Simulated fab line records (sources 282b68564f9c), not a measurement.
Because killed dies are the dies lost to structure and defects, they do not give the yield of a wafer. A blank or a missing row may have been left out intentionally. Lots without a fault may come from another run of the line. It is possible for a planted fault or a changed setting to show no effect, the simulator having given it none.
A struck lot beside a sound one ; flow rit cmos ; 29 out of 202 route steps
Sound: wafers L381.2, L381.3, L381.4. Wafers struck: L373.1, L373.2, L373.3. The cause comes at the end.
For every step that has rows: the tool of each side, followed by ch and its chambers, followed by its first start. Under that, the readings that differ: sound wafers ; struck wafers ; difference of the means ; sigmas: that difference in standard deviations of wafers without a fault.
alike: words and numbers the same on both sides, and readings whose means are apart by under 2 such deviations; not compared: readings that were withheld, readings missing a value for some wafer, numbers with overlapping values and no deviation given by the record, and bounds like >300 which may hide the same value.
Wherever a step has rows on one side only, a row that says differs or no value, or a row with sigmas, the two part there. Numbers that have no deviation but don't overlap get no sigmas and don't part them. Lack of a reading on every wafer of one side parts them only where that side has two or more wafers.

first, 1 step without rows for these wafers: RIT_NWELL_IMPLANT_08.
RIT_NWELL_STRIP_09: strips in O2, time 180 s.
  sound on plasma asher-01 ch 0,1, day 6 03:46; struck on plasma asher-01 ch 0,1, day 4 10:22
  alike: chamber pressure mTorr, drypump motor current A
  not compared: rf hours counter h
RIT_NWELL_TW_MEAS_10:
  struck on film metro-03, day 4 10:32; sound on film metro-01, day 6 03:56
reading;sound;struck;difference;sigmas
NWELL_TW;2146 2145 2147;2105 2106 2108;-40;-3
then, 6 steps without rows for these wafers: RIT_PWELL_HMDS_00 (prime time 60 s); RIT_PWELL_COAT_01 (resist thk 1300 nm); RIT_PWELL_SOFTBAKE_02 (time 60 s); RIT_PWELL_EXPOSE_03 (exposes mask M3, target cd 43700 nm); RIT_PWELL_PEB_04; RIT_PWELL_DEVELOP_05 (develop time 68 s).
RIT_PWELL_OVL_MEAS_06:
  struck on overlay-01, day 4 11:29; sound on overlay-01, day 6 04:53
  alike: PWELL_OVL
then, 2 steps without rows for these wafers: RIT_PWELL_HARDBAKE_07 (time 120 s); RIT_PWELL_IMPLANT_08.
RIT_PWELL_STRIP_09: strips in O2, time 180 s.
  sound on plasma asher-04 ch 0,1, day 6 05:19; struck on plasma asher-04 ch 0,1, day 4 11:55
  no value came back on the struck wafers for chamber pressure mTorr (mTorr), drypump motor current A (A); on the sound wafers chamber pressure mTorr (mTorr) reads 4006 4001 3993
reading;sound;struck;difference;sigmas
model.NOVOLAK_of_PWELL_COAT_01.thk nm (nm);0 0 0;1138 1138 1141;+1139;
  not compared: rf hours counter h
RIT_PWELL_TW_MEAS_10:
  struck on film metro-01, day 4 12:05; sound on film metro-03, day 6 05:29
reading;sound;struck;difference;sigmas
PWELL_TW;932 933 931;954 950 950;+19;+2
then, 1 step without rows for these wafers: RIT_WELLDRIVE_ANNEAL_00 (time 14700 s).
RIT_WELLDRIVE_RS_MEAS_01: the measuring method here is four-point-probe.
  struck on film metro-03, day 4 18:16; sound on film metro-04, day 6 10:39
  alike: NWELL_RS
RIT_WELLDRIVE_RS_MEAS_02: the measuring method here is four-point-probe.
  struck on film metro-03, day 4 18:23; sound on film metro-04, day 6 10:46
reading;sound;struck;difference;sigmas
PWELL_RS (ohm/sq);428.6 425.9 427.9;430.8 430.9 429.5;+2.9;+2
then, 6 steps without rows for these wafers: RIT_NRETRO_HMDS_00 (prime time 60 s); RIT_NRETRO_COAT_01 (resist thk 1300 nm); RIT_NRETRO_SOFTBAKE_02 (time 60 s); RIT_NRETRO_EXPOSE_03 (exposes mask M4, target cd 43900 nm); RIT_NRETRO_PEB_04; RIT_NRETRO_DEVELOP_05 (develop time 68 s).
RIT_NRETRO_OVL_MEAS_06:
  struck on overlay-01, day 4 19:31; sound on overlay-01, day 6 11:45
  alike: NRETRO_OVL
then, 2 steps without rows for these wafers: RIT_NRETRO_HARDBAKE_07 (time 120 s); RIT_NRETRO_IMPLANT_08.
RIT_NRETRO_STRIP_09: strips in O2, time 180 s.
  sound on plasma asher-03 ch 0,1, day 6 12:11; struck on plasma asher-04 ch 0,1, day 4 19:58
  alike: chamber pressure mTorr, drypump motor current A
  not compared: rf hours counter h
RIT_NRETRO_TW_MEAS_10:
  struck on film metro-02, day 4 20:22; sound on film metro-04, day 6 12:22
reading;sound;struck;difference;sigmas
NRETRO_TW;1047 1042 1043;30 30 30;-1014;-99 or more
  not compared: hold
RIT_M1_PROBE_99:
  the record has rows for the sound wafers here (prober-01, day 7 16:59) and none for the struck ones

== WHERE THEY PART ==
First at RIT_NWELL_TW_MEAS_10; last, within this record, at RIT_M1_PROBE_99.

WHY: the cause the simulator had injected
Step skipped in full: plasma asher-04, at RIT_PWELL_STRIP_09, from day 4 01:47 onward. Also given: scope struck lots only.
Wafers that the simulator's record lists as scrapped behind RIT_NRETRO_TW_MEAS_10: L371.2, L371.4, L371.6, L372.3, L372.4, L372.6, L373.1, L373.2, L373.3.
